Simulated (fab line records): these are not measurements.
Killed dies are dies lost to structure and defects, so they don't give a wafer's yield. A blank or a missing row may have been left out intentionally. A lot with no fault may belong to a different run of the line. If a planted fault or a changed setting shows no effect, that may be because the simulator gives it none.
Which tool was responsible? / flow rit_cmos / 15 lots, 45 wafers sampled, at 2 steps of a route of 202

WHAT EACH GAUGE READ, for each wafer
RIT_SDANNEAL_RS_MEAS_05: uses a four-point probe to measure. Usual: NSD_RS gives 84.54 ohm/sq (standard deviation 0.26).
lot=L142; measured=day 3 20:12; on=film_metro-01; NSD_RS (ohm/sq)=84.42 84.57 84.55; flag=
lot=L144; measured=day 4 20:53; on=film_metro-02; NSD_RS (ohm/sq)=84.91 85.00 84.78; flag=
lot=L145; measured=day 4 20:59; on=film_metro-03; NSD_RS (ohm/sq)=84.68 84.52 84.50; flag=
lot=L146; measured=day 5 04:34; on=film_metro-03; NSD_RS (ohm/sq)=84.64 84.62 84.66; flag=
lot=L148; measured=day 5 05:07; on=film_metro-01; NSD_RS (ohm/sq)=84.52 84.36 84.45; flag=
lot=L147; measured=day 5 18:13; on=film_metro-02; NSD_RS (ohm/sq)=84.57 84.51 84.79; flag=
lot=L149; measured=day 5 17:52; on=film_metro-03; NSD_RS (ohm/sq)=84.84 84.60 84.58; flag=
lot=L151; measured=day 5 18:27; on=film_metro-03; NSD_RS (ohm/sq)=86.79 86.60 86.92; flag=OFF
lot=L156; measured=day 6 17:46; on=film_metro-01; NSD_RS (ohm/sq)=86.64 86.53 86.31; flag=OFF
lot=L155; measured=day 6 20:16; on=film_metro-02; NSD_RS (ohm/sq)=87.17 87.16 87.07; flag=OFF
lot=L159; measured=day 7 03:51; on=film_metro-01; NSD_RS (ohm/sq)=84.00 83.87 84.21; flag=
lot=L160; measured=day 7 07:22; on=film_metro-02; NSD_RS (ohm/sq)=84.52 84.51 84.33; flag=
lot=L161; measured=day 7 11:44; on=film_metro-02; NSD_RS (ohm/sq)=84.48 84.43 84.33; flag=
lot=L162; measured=day 7 16:12; on=film_metro-03; NSD_RS (ohm/sq)=84.46 84.45 84.10; flag=
lot=L163; measured=day 7 17:19; on=film_metro-03; NSD_RS (ohm/sq)=84.62 84.46 84.59; flag=

WHAT TOOL EACH LOT RAN ON (gives the tool, then ch and the chambers of the sampled wafers, and finally the start)
lot=L142; RIT_NSD_IMPLANT_08=implanter-04 ch 0, day 3 17:27
lot=L144; RIT_NSD_IMPLANT_08=implanter-04 ch 0, day 4 18:19
lot=L145; RIT_NSD_IMPLANT_08=implanter-03 ch 0, day 4 18:26
lot=L146; RIT_NSD_IMPLANT_08=implanter-04 ch 0, day 5 01:10
lot=L148; RIT_NSD_IMPLANT_08=implanter-03 ch 0, day 5 01:29
lot=L147; RIT_NSD_IMPLANT_08=implanter-04 ch 0, day 5 04:45
lot=L149; RIT_NSD_IMPLANT_08=implanter-04 ch 0, day 5 14:48
lot=L151; RIT_NSD_IMPLANT_08=implanter-03 ch 0, day 5 15:41
lot=L156; RIT_NSD_IMPLANT_08=implanter-03 ch 0, day 6 15:14
lot=L155; RIT_NSD_IMPLANT_08=implanter-03 ch 0, day 6 17:37
lot=L159; RIT_NSD_IMPLANT_08=implanter-04 ch 0, day 7 00:59
lot=L160; RIT_NSD_IMPLANT_08=implanter-01 ch 0, day 7 05:02
lot=L161; RIT_NSD_IMPLANT_08=implanter-01 ch 0, day 7 09:13
lot=L162; RIT_NSD_IMPLANT_08=implanter-01 ch 0, day 7 13:34
lot=L163; RIT_NSD_IMPLANT_08=implanter-04 ch 0, day 7 14:56
- RIT_NSD_IMPLANT_08

WHAT THE TOOLS THEMSELVES READ (means of the sampled wafers that have a number; where no wafer has one, the mark that the record gives instead)
RIT_NSD_IMPLANT_08. Usual: dose_ions_cm2 9.999e+14, standard deviation 1.1e+12; faraday_current_uA 3130, standard deviation 60.
lot=L142 tool=implanter-04 dose_ions_cm2=1.001e+15 faraday_current_uA=3137 flag=
lot=L144 tool=implanter-04 dose_ions_cm2=9.984e+14 faraday_current_uA=3097 flag=
lot=L145 tool=implanter-03 dose_ions_cm2=1.001e+15 faraday_current_uA=3108 flag=
lot=L146 tool=implanter-04 dose_ions_cm2=1.000e+15 faraday_current_uA=3130 flag=
lot=L148 tool=implanter-03 dose_ions_cm2=1.000e+15 faraday_current_uA=3164 flag=
lot=L147 tool=implanter-04 dose_ions_cm2=1.000e+15 faraday_current_uA=3107 flag=
lot=L149 tool=implanter-04 dose_ions_cm2=1.000e+15 faraday_current_uA=3155 flag=
lot=L151 tool=implanter-03 dose_ions_cm2=9.694e+14 faraday_current_uA=3021 flag=OFF
lot=L156 tool=implanter-03 dose_ions_cm2=9.684e+14 faraday_current_uA=3016 flag=OFF
lot=L155 tool=implanter-03 dose_ions_cm2=9.700e+14 faraday_current_uA=3034 flag=OFF
lot=L159 tool=implanter-04 dose_ions_cm2=9.991e+14 faraday_current_uA=3110 flag=
lot=L160 tool=implanter-01 dose_ions_cm2=9.989e+14 faraday_current_uA=3107 flag=
lot=L161 tool=implanter-01 dose_ions_cm2=1.000e+15 faraday_current_uA=3088 flag=
lot=L162 tool=implanter-01 dose_ions_cm2=1.000e+15 faraday_current_uA=3189 flag=
lot=L163 tool=implanter-04 dose_ions_cm2=9.995e+14 faraday_current_uA=3108 flag=

THE ANSWER, worked out from the rows above alone
Rule: take the mean of a lot's wafers that have a number; if it is more than 3 standard deviations from the usual mean, the lot is off. Also off: a lot with no number at a reading for which 4 or more lots have one. The other lots that the step has rows for count as sound. The gauges are gone through in route order, then the tools' own readings, and for those a lot's mean is taken as printed above. The first step at which some lot is off is used, and at that step the reading that is off furthest; a lot without a number counts as furthest.
Off: at RIT_SDANNEAL_RS_MEAS_05 (NSD_RS), L151, L156, L155.
A tool fits if, at a process step before that reading, it ran every lot that is off, and no sound lot after the first of them. Not tried: the gauges at RIT_SDANNEAL_RS_MEAS_05; whatever is off there is also off at RIT_NSD_IMPLANT_08, on other tools, and gauge error can't account for it. One fits: RIT_NSD_IMPLANT_08 on implanter-03. A fault onset in the window from L148 (day 5 01:29, its last sound lot) to L151 (day 5 15:41, its first lot off) fits.
On the lots that are off, the tool's own readings at RIT_NSD_IMPLANT_08 differ by more than 5 times the standard deviation of the sound lots' means, which bears it out; dose_ions_cm2 reads 9.693e+14 there versus 9.998e+14 on the sound lots.

WHAT WAS PUT IN BY THE SIMULATOR
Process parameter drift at RIT_NSD_IMPLANT_08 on implanter-03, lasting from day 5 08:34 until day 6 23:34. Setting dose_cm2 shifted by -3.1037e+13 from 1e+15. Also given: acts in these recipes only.
Shown lots that were struck: L151, L156, L155. The same result came from the rule above.
